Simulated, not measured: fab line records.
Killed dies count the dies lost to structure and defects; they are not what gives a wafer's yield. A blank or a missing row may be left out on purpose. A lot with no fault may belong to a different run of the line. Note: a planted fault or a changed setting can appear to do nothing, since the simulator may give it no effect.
Lot-split experiment	flow berkeleyCmos170	23 wafers read across 5 lots, on a route 331 steps long

## ON THE SPLIT
At UCB170_NWELL_IMPLANT_14, the setting energyKev was moved away from the recipe's 150 on 9 of the 23 wafers read, by -4.7% to +5.1%. This setting was run at the recipe's value on the other wafers.

Reading taken at the split's own step.

## THE READING
implant.drpNm (the simulator's own value, which no gauge read), in nm, at UCB170_NWELL_IMPLANT_14. No usual value for it is given in the file.

wafer	tool, chamber at the split	energyKev as run	against the recipe	implant.drpNm, nm	against lot-mates on the recipe
L074.1	implanter-02, 0	150	recipe	62.72	-
L074.2	implanter-02, 0	150	recipe	62.72	-
L074.5	implanter-02, 0	150	recipe	62.72	-
L074.3	implanter-02, 0	142.9	-4.7%	60.39	-2.33
L074.6	implanter-02, 0	142.9	-4.7%	60.39	-2.33
L077.3	implanter-02, 0	150	recipe	62.72	-
L077.4	implanter-02, 0	150	recipe	62.72	-
L077.6	implanter-02, 0	150	recipe	62.72	-
L078.1	implanter-03, 0	150	recipe	62.72	-
L078.3	implanter-03, 0	150	recipe	62.72	-
L078.4	implanter-03, 0	150	recipe	62.72	-
L078.2	implanter-03, 0	155	+3.3%	64.29	+1.57
L078.5	implanter-03, 0	155	+3.3%	64.29	+1.57
L080.1	implanter-02, 0	157.7	+5.1%	65.12	+2.40
L080.4	implanter-02, 0	157.7	+5.1%	65.12	+2.40
L080.6	implanter-02, 0	157.7	+5.1%	65.12	+2.40
L080.2	implanter-02, 0	150	recipe	62.72	-
L080.5	implanter-02, 0	150	recipe	62.72	-
L085.1	implanter-03, 0	150	recipe	62.72	-
L085.3	implanter-03, 0	150	recipe	62.72	-
L085.6	implanter-03, 0	150	recipe	62.72	-
L085.2	implanter-03, 0	154	+2.7%	63.98	+1.26
L085.4	implanter-03, 0	154	+2.7%	63.98	+1.26

FIT RESULTS
A straight line over all 23 wafers: implant.drpNm changes by +0.477 nm for each +1% of energyKev; r = +1.00; the points scatter about the line by 0.025 nm.
The same after taking each lot's own level away (the mean of its wafers on the recipe; 23 wafers): +0.477 nm for each +1%; r = +1.00; scatter 0.025 nm.
That fit puts the effect of the largest move of energyKev on the reading at 2.4 nm.
The lots' own levels span 62.720 to 62.720 nm.
Consequently the slope shifts little with the lot-to-lot level, the two slopes agreeing.
Check: with one of the wafers moved furthest among these (+5.1%) left out of the fit, the line predicts +2.44 nm for it against its lot-mates. It came out at +2.4 nm against them.

## THE OTHER SPLITS THESE WAFERS WENT THROUGH
Other splits were also applied to these wafers ahead of the reading. Each is held against what the fit with the lots' levels taken away leaves over:
other split on the same wafers	wafers away from the commonest value	r with implant.drpNm (lot level and that fit taken away)
UCB170_ZERO_STRIP_07 o2FlowSccm	12	+0.03

## THE WHOLE CHAIN: every reading that the file lists as answering this split, in the file's order
step	what it does	reading	change (the file's fit)	r (the file's)
UCB170_NWELL_IMPLANT_14		implant.rpNm (the simulator's own value, which no gauge read)	+1.92 nm for each +1% of the setting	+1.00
UCB170_NWELL_IMPLANT_14		implant.drpNm (the simulator's own value, which no gauge read)	+0.477 nm for each +1% of the setting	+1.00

## THE FILE'S OWN FIT
implant.drpNm changes by +0.477 nm for each +1% of energyKev, r = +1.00.
